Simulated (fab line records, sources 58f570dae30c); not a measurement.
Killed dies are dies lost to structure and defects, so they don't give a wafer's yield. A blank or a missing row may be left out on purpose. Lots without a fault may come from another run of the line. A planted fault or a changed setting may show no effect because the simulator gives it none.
Split-lot experiment | flow berkeley_cmos170 | 5 lots, 23 wafers read, on a route of 331 steps

THE SPLIT
At UCB170_ZERO_ETCH_06 (etches SiO2 in CHF3/CF4/Ar, time 12 s), the setting over_etch_frac was moved away from the recipe's 1.58 on 12 of the 23 wafers read, by -26.3% to +26.9%. The other wafers ran this setting at the recipe's value.

The reading is taken at the split's own step.

THE READING
oes_product_au, in a.u., at UCB170_ZERO_ETCH_06 (etches SiO2 in CHF3/CF4/Ar, time 12 s). Fault-free wafers of this fab line usually give 0.615 a.u., standard deviation 0.0071 a.u..

wafer  | tool, chamber at the split | over_etch_frac as run | against the recipe | oes_product_au, a.u. | against lot-mates on the recipe
L075.1 | rie_diel-01, 0             | 1.751                 | +10.8%             | 0.588                | -0.024
L075.2 | rie_diel-01, 2             | 1.751                 | +10.8%             | 0.598                | -0.014
L075.3 | rie_diel-01, 1             | 1.58                  | recipe             | 0.613                | -
L075.4 | rie_diel-01, 3             | 1.58                  | recipe             | 0.611                | -
L075.5 | rie_diel-01, 0             | 1.751                 | +10.8%             | 0.593                | -0.019
L079.1 | rie_diel-04, 3             | 1.58                  | recipe             | 0.627                | -
L079.2 | rie_diel-04, 2             | 1.58                  | recipe             | 0.608                | -
L079.3 | rie_diel-04, 0             | 2.005                 | +26.9%             | 0.586                | -0.031
L079.4 | rie_diel-04, 1             | 2.005                 | +26.9%             | 0.574                | -0.043
L079.6 | rie_diel-04, 1             | 2.005                 | +26.9%             | 0.580                | -0.037
L080.2 | rie_diel-01, 1             | 1.58                  | recipe             | 0.616                | -
L080.3 | rie_diel-01, 3             | 1.58                  | recipe             | 0.608                | -
L080.4 | rie_diel-01, 0             | 1.58                  | recipe             | 0.607                | -
L081.1 | rie_diel-04, 0             | 1.58                  | recipe             | 0.621                | -
L081.3 | rie_diel-04, 1             | 1.165                 | -26.3%             | 0.653                | +0.042
L081.4 | rie_diel-04, 2             | 1.58                  | recipe             | 0.600                | -
L081.5 | rie_diel-04, 3             | 1.165                 | -26.3%             | 0.663                | +0.052
L081.6 | rie_diel-04, 0             | 1.165                 | -26.3%             | 0.663                | +0.052
L082.1 | rie_diel-03, 3             | 1.58                  | recipe             | 0.615                | -
L082.2 | rie_diel-03, 2             | 1.58                  | recipe             | 0.623                | -
L082.4 | rie_diel-03, 0             | 1.899                 | +20.2%             | 0.588                | -0.031
L082.5 | rie_diel-03, 0             | 1.899                 | +20.2%             | 0.581                | -0.038
L082.6 | rie_diel-03, 3             | 1.899                 | +20.2%             | 0.587                | -0.032

THE FIT
A straight line over all 23 wafers: oes_product_au changes by -0.00152 a.u. for each +1% of over_etch_frac; r = -0.96; the points scatter about the line by 0.0074 a.u..
The same after taking each lot's own level away (the mean of its wafers on the recipe; 23 wafers): -0.00167 a.u. for each +1%; r = -0.97; scatter 0.0065 a.u..
On that fit, the largest move of over_etch_frac shifts the reading by 0.045 a.u..
The lots' own levels span 0.6103 to 0.6190 a.u., that is 1.2 times the standard deviation above.
So the lot-to-lot level changes the slope little: the two slopes agree.
Check: with one of the wafers moved furthest among these (+26.9%) left out of the fit, the line predicts -0.0453 a.u. for it against its lot-mates. It came out at -0.0315 a.u. against them.
Tool readings at the split's step, against how far the setting was moved: oes_product_au r = -0.96.

OTHER SPLITS ON THESE WAFERS
These wafers also went through other splits before the reading. Each is held against what the fit with the lots' levels taken away leaves over:
other split on the same wafers   | wafers away from the commonest value | r with oes_product_au (lot level and that fit taken away)
UCB170_START_OXIDATION_02 temp_c | 15                                   | -0.29

THE FILE'S OWN FIT
oes_product_au changes by -0.00164 a.u. for each +1% of over_etch_frac, r = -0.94.
